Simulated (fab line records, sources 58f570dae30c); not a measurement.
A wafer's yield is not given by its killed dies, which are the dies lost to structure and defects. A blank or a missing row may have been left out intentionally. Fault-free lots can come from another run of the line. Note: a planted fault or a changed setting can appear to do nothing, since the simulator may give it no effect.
Which of the tools did it? | flow berkeley-cmos170 | 45 wafers from 15 lots sampled at 5 of the route's 331 steps

WHAT THE GAUGES READ, wafer by wafer
UCB170_GATE_THK_MEAS_02. Usual: GATE_OXIDE_THK typically reads 6.61 nm, with standard deviation 0.11.
lot  | measured    | on            | GATE_OXIDE_THK (nm) | flag
L716 | day 7 02:25 | film-metro-02 | 6.74 6.92 6.84      |
L717 | day 7 18:07 | film-metro-02 | 6.49 6.60 6.54      |
L718 | day 7 18:10 | film-metro-02 | 6.65 6.59 6.61      |
L719 | day 7 18:13 | film-metro-03 | 6.72 6.51 6.52      |
L720 | day 7 18:10 | film-metro-03 | 6.69 6.77 6.71      |
L721 | day 8 06:22 | film-metro-01 | 6.37 6.63 6.36      |
L722 | day 8 17:11 | film-metro-02 | 6.55 6.74 6.65      |
L723 | day 8 17:12 | film-metro-03 | 6.57 6.59 6.72      |
L725 | day 9 04:35 | film-metro-03 | 6.64 6.51 6.53      |
L726 | day 9 04:34 | film-metro-01 | 6.57 6.46 6.58      |
L727 | day 9 09:39 | film-metro-03 | 6.70 6.65 6.67      |
L728 | day 9 09:35 | film-metro-03 | 6.85 6.85 6.78      |
L729 | day 9 22:43 | film-metro-02 | 4.84 4.87 4.84      | OFF
L730 | day 9 22:43 | film-metro-01 | 4.82 4.84 4.79      | OFF
L732 | day 9 22:47 | film-metro-02 | 4.86 4.79 4.82      | OFF

UCB170_GATE_CD_MEAS_90: the cd target is 350 nm. Usual: 350.6 nm for cd-nm, sd 1.7.
lot  | measured     | on        | cd-nm (nm)        | flag
L716 | day 7 12:43  | cd-sem-02 | 349.4 350.8 349.5 |
L717 | day 8 03:10  | cd-sem-02 | 349.7 351.6 352.3 |
L718 | day 8 03:15  | cd-sem-01 | 350.2 349.4 349.7 |
L719 | day 8 03:41  | cd-sem-02 | 355.8 352.8 353.5 |
L720 | day 8 03:27  | cd-sem-02 | 348.7 349.8 351.9 |
L721 | day 8 15:41  | cd-sem-01 | 350.1 351.3 350.8 |
L722 | day 9 04:27  | cd-sem-02 | 349.6 347.4 348.9 |
L723 | day 9 04:15  | cd-sem-01 | 352.5 348.5 352.5 |
L725 | day 9 11:58  | cd-sem-02 | 349.6 349.8 348.7 |
L726 | day 9 12:08  | cd-sem-02 | 353.1 353.2 349.8 |
L727 | day 9 19:49  | cd-sem-02 | 349.4 351.3 348.1 |
L728 | day 9 19:57  | cd-sem-01 | 350.3 348.2 351.0 |
L729 | day 10 09:25 | cd-sem-02 | 350.5 351.6 348.7 |
L730 | day 10 09:32 | cd-sem-01 | 348.4 349.2 350.3 |
L732 | day 10 09:19 | cd-sem-02 | 349.4 352.3 350.5 |

UCB170_SILICIDE_THK_MEAS_03: measures by xrf. Usual: SILICIDE_TI_THK typically reads 29.6 nm, with standard deviation 0.37.
lot  | measured     | on            | SILICIDE_TI_THK (nm) | flag
L716 | day 8 06:50  | film-metro-01 | 29.3 29.2 29.8       |
L717 | day 8 19:06  | film-metro-01 | 29.7 30.0 30.4       |
L718 | day 8 19:52  | film-metro-01 | 29.2 29.7 29.6       |
L719 | day 8 20:43  | film-metro-01 | 28.9 29.4 29.2       |
L720 | day 8 20:16  | film-metro-03 | 29.5 29.6 29.2       |
L721 | day 9 09:37  | film-metro-04 | 29.8 29.5 29.7       |
L722 | day 9 21:07  | film-metro-01 | 29.6 29.5 29.6       |
L723 | day 9 21:35  | film-metro-01 | 29.9 29.2 30.0       |
L725 | day 10 05:29 | film-metro-01 | 29.5 29.3 29.8       |
L726 | day 10 05:45 | film-metro-04 | 29.7 30.2 29.6       |
L727 | day 10 15:57 | film-metro-03 | 29.7 29.8 29.9       |
L728 | day 10 15:47 | film-metro-01 | 29.4 29.4 29.6       |
L729 | day 11 03:47 | film-metro-01 | 29.7 29.4 29.3       |
L730 | day 11 04:07 | film-metro-04 | 29.3 29.7 29.4       |
L732 | day 11 03:37 | film-metro-01 | 28.9 29.1 29.2       |

EACH LOT AND THE TOOL THAT RAN IT (in order: tool; ch and the chambers of the sampled wafers; start)
lot  | UCB170_GATE_OXIDATION_01     | UCB170_NLDD_STRIP_10
L716 | furnace-02 ch 0, day 7 00:51 | plasma-asher-03 ch 0,1, day 7 16:34
L717 | furnace-02 ch 0, day 7 16:37 | plasma-asher-03 ch 0,1, day 8 07:32
L718 | furnace-02 ch 0, day 7 16:37 | plasma-asher-01 ch 0,1, day 8 08:01
L719 | furnace-02 ch 0, day 7 16:37 | plasma-asher-03 ch 0,1, day 8 08:17
L720 | furnace-02 ch 0, day 7 16:37 | plasma-asher-02 ch 0,1, day 8 07:49
L721 | furnace-01 ch 0, day 8 04:52 | plasma-asher-01 ch 0,1, day 8 20:26
L722 | furnace-01 ch 0, day 8 15:41 | plasma-asher-01 ch 0,1, day 9 09:44
L723 | furnace-01 ch 0, day 8 15:41 | plasma-asher-03 ch 0,1, day 9 08:42
L725 | furnace-01 ch 0, day 9 03:04 | plasma-asher-02 ch 0,1, day 9 16:14
L726 | furnace-01 ch 0, day 9 03:04 | plasma-asher-03 ch 0,1, day 9 16:55
L727 | furnace-02 ch 0, day 9 08:05 | plasma-asher-01 ch 0, day 9 23:56
L728 | furnace-02 ch 0, day 9 08:05 | plasma-asher-03 ch 0,1, day 10 00:10
L729 | furnace-02 ch 0, day 9 21:13 | plasma-asher-01 ch 0, day 10 15:22
L730 | furnace-02 ch 0, day 9 21:13 | plasma-asher-02 ch 0,1, day 10 14:49
L732 | furnace-02 ch 0, day 9 21:13 | plasma-asher-01 ch 0,1, day 10 14:35
- UCB170_GATE_OXIDATION_01: target thk 6.6 nm, ox time 1800 s.
- UCB170_NLDD_STRIP_10: strips in O2.

AS READ BY THE TOOLS THEMSELVES (means over the sampled wafers that have a number; for cases with no such wafer, the mark the record gives instead)
UCB170_GATE_OXIDATION_01. Usual: spike-tc-centre-C 852.4 C, standard deviation 0.99; spike-tc-load-C 874.9 C, standard deviation 1.7; spike-tc-source-C 872.8 C, standard deviation 2.8; tube-center-temp-C 850.01 C, standard deviation 0.082; tube_center_temp_C_max 852.2, standard deviation 0.34; zone-power-source-pct 24.5 %, standard deviation 2.8.
lot  | tool       | spike-tc-centre-C (C) | spike-tc-load-C (C) | spike-tc-source-C (C) | tube-center-temp-C (C) | tube_center_temp_C_max | zone-power-source-pct (%) | flag
L716 | furnace-02 | 852.7                 | 873.7               | 870.6                 | 849.95                 | 852.1                  | 24.1                      |
L717 | furnace-02 | 852.8                 | 874.1               | 872.0                 | 850.00                 | 852.0                  | 24.3                      |
L718 | furnace-02 | 852.3                 | 873.8               | 872.0                 | 850.02                 | 852.0                  | 24.3                      |
L719 | furnace-02 | 852.0                 | 874.1               | 870.6                 | 849.97                 | 852.0                  | 24.2                      |
L720 | furnace-02 | 852.4                 | 874.2               | 871.3                 | 849.96                 | 852.2                  | 24.1                      |
L721 | furnace-01 | 852.2                 | 875.5               | 877.7                 | 850.07                 | 852.4                  | 28.4                      |
L722 | furnace-01 | 853.0                 | 875.3               | 876.4                 | 850.01                 | 852.2                  | 28.2                      |
L723 | furnace-01 | 853.0                 | 874.8               | 877.5                 | 850.00                 | 852.3                  | 27.9                      |
L725 | furnace-01 | 852.8                 | 875.2               | 877.2                 | 849.94                 | 852.4                  | 27.9                      |
L726 | furnace-01 | 852.0                 | 876.0               | 877.4                 | 850.01                 | 851.9                  | 28.0                      |
L727 | furnace-02 | 853.2                 | 874.0               | 871.3                 | 850.00                 | 852.3                  | 24.3                      |
L728 | furnace-02 | 852.6                 | 874.6               | 870.9                 | 850.03                 | 852.0                  | 24.5                      |
L729 | furnace-02 | 828.3                 | 848.5               | 845.6                 | 825.02                 | 827.3                  | 22.9                      | OFF
L730 | furnace-02 | 828.9                 | 848.8               | 845.1                 | 824.98                 | 827.2                  | 22.9                      | OFF
L732 | furnace-02 | 826.1                 | 848.7               | 845.9                 | 825.10                 | 827.6                  | 22.4                      | OFF

UCB170_NLDD_STRIP_10. Usual: drypump-motor-current-A 6.25 A, standard deviation 0.27; o2-flow-sccm 399.8 sccm, standard deviation 1.3; oes-product-au 0.734 a.u., standard deviation 0.0048; strip-time-to-endpoint-s 21.62 s, standard deviation 0.064.
lot  | tool            | drypump-motor-current-A (A) | o2-flow-sccm (sccm) | oes-product-au (a.u.) | strip-time-to-endpoint-s (s) | flag
L716 | plasma-asher-03 | 5.97                        | 400.9               | 0.735                 | 21.60                        |
L717 | plasma-asher-03 | 6.00                        | 400.3               | 0.732                 | 21.63                        |
L718 | plasma-asher-01 | 6.25                        | 398.8               | 0.735                 | 21.68                        |
L719 | plasma-asher-03 | 5.97                        | 401.3               | 0.733                 | 21.59                        |
L720 | plasma-asher-02 | 6.49                        | 398.9               | 0.732                 | 21.60                        |
L721 | plasma-asher-01 | 6.23                        | 399.3               | 0.735                 | 21.59                        |
L722 | plasma-asher-01 | 6.24                        | 398.7               | 0.731                 | 21.61                        |
L723 | plasma-asher-03 | 6.20                        | 399.8               | 0.733                 | 21.68                        |
L725 | plasma-asher-02 | 6.42                        | 398.9               | 0.728                 | 21.68                        |
L726 | plasma-asher-03 | 6.22                        | 400.6               | 0.735                 | 21.68                        |
L727 | plasma-asher-01 | 6.19                        | 399.2               | 0.733                 | 21.52                        |
L728 | plasma-asher-03 | 6.21                        | 400.2               | 0.735                 | 21.66                        |
L729 | plasma-asher-01 | 6.19                        | 401.3               | 0.737                 | 21.61                        |
L730 | plasma-asher-02 | 6.43                        | 400.1               | 0.736                 | 21.71                        |
L732 | plasma-asher-01 | 6.33                        | 399.7               | 0.735                 | 21.63                        |

THE ANSWER, worked out from the rows above alone
Rule: lot off if the mean of its wafers having a number is beyond 3 standard deviations from the usual mean. A lot without any number at a reading at which 4 lots or more have one is off too. The other lots that the step has rows for count as sound. Order of review: gauges by route order, followed by the tools' own readings, for which a lot's mean as printed above is used. The first step at which some lot is off is used, and at that step the reading that is off furthest; a lot without a number counts as furthest.
Off: L729, L730, L732, at UCB170_GATE_THK_MEAS_02 (GATE_OXIDE_THK).
A tool fits if, at a process step before that reading, it ran every lot that is off, and no sound lot after the first of them. Not tried: the gauges at UCB170_GATE_THK_MEAS_02; whatever is off there is also off at UCB170_GATE_OXIDATION_01, on other tools, and gauge error can't account for it. One candidate fits, namely furnace-02 at UCB170_GATE_OXIDATION_01. Its last sound lot is L727 (day 9 08:05), its first lot that is off L729 (day 9 21:13): a fault that began between those two fits.
The tool's own readings at UCB170_GATE_OXIDATION_01 bear it out: on the lots that are off they differ by more than 5 times the standard deviation of the sound lots' means. spike-tc-centre-C reads 827.8 C there against 852.6 C on the sound lots; spike-tc-load-C reads 848.7 C there against 874.6 C on the sound lots; spike-tc-source-C reads 845.5 C there against 873.7 C on the sound lots; tube-center-temp-C reads 825.03 C there against 850.00 C on the sound lots; tube_center_temp_C_max reads 827.4 there against 852.1 on the sound lots.

WHAT HAD BEEN PUT IN BY THE SIMULATOR
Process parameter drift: furnace-02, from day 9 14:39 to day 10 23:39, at UCB170_GATE_OXIDATION_01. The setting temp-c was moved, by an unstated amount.
Struck lots among those shown: L729, L730, L732. The rule above found the same.
